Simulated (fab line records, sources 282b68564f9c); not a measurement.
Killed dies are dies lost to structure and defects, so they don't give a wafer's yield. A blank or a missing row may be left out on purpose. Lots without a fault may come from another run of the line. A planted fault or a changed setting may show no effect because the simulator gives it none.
fab line records | flow rit_cmos
record lots=9 wafers=27 last_day=7
route steps=202 shown PSD@143
lots that met no fault: from a run of the same line without faults
start_h: hours from the record's first day to the start of the lot's first wafer shown | wait_h: hours since the lot's step before | " the same as in the row above | L1.1+2: a row that stands for several wafers | - no value, or no start given | * or withheld: withheld | < > ~ a bound
route shown NAME@n: a module of which the file shows steps, and the number in the route of the first | usual: mean/standard deviation of fault-free wafers | same: alike in all rows | chamber/n: place in a boat | sites: the reading at each site | _std_site: their standard deviation | _edge_site: outer sites' mean less inner sites' | radius_mm: how far each site lies from the wafer's centre | mask NAME#n: copy n | behind: the tool/chamber that last shaped the wafer | hold: why the lot was held/for how many hours/how that ended | device: the transistor (n, p or np) that didn't switch | end of line: the same wafers' tests at the end of the route | a step without rows: its recipe alone | killed: dies lost to structure and defects at the first sort, not the wafer's yield | map: a wafer's dies, x killed, . not, _ none there
set.NAME: the setting as run; set.NAME@STEP: as run at that earlier step | model.NAME: the simulator's own value behind a step, which no gauge read
steps of the route over a sample of lots; a table a step, a row a wafer
## steps
# step RIT_PSD_COAT_01
# recipe resist=NOVOLAK spin_rpm=3250 resist_thk_nm=1000
# usual spin_speed_rpm=3249.8/1.8
# columns lot.wafer tool chamber start_h wait_h spin_speed_rpm
L818.1 litho_track-04 0 53.14 0.1 3251.3
L818.2 " 0 " " 3249.0
L818.5 " 0 " " 3248.6
L819.3 litho_track-03 0 55.86 0.1 3252.0
L819.4 " 0 " " 3252.1
L819.5 " 0 " " 3251.6
L829.2 litho_track-01 0 109.00 0.1 3917.5
L829.5 " 0 " " 3915.6
L829.6 " 0 " " 3917.6
L830.4 litho_track-01 0 111.87 0.1 3919.4
L830.5 " 0 " " 3918.5
L830.6 " 0 " " 3916.5
L831.1 litho_track-04 0 119.78 0.1 3249.4
L831.4 " 0 " " 3248.8
L831.6 " 0 " " 3252.3
L835.2 litho_track-03 0 140.24 0.1 3251.7
L835.3 " 0 " " 3250.1
L835.6 " 0 " " 3253.8
L836.3 litho_track-03 0 145.72 0.1 3248.7
L836.4 " 0 " " 3251.4
L836.5 " 0 " " 3251.9
L839.1 litho_track-03 0 164.74 0.1 3249.8
L839.4 " 0 " " 3248.7
L839.5 " 0 " " 3253.1
L841.1 litho_track-04 0 167.47 0.1 3249.0
L841.3 " 0 " " 3246.9
L841.4 " 0 " " 3250.4
## key
first_sign step=RIT_PSD_COAT_01 reading=spin_speed_rpm direction=up sigmas=99+ usual=3249.8 struck=3917.5
effect none on later readings
met_at RIT_PSD_COAT_01
struck_lots L829,L830
tester_left_out L829,L830
fault kind=process_parameter_drift tool=litho_track-01 chamber=- onset_h=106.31 steps=RIT_PSD_COAT_01 channel=spin_rpm offset=666.88 shape=step end_h=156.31 acts_in=these_recipes_only stated=3250
# tester_left_out: of these lots the tester's yield and bins aren't shown, on N5 and GAA mostly nor the transistor test; their killed dies are dies lost to structure and defects alone, not to doping, threshold or leakage, so they don't give the yield
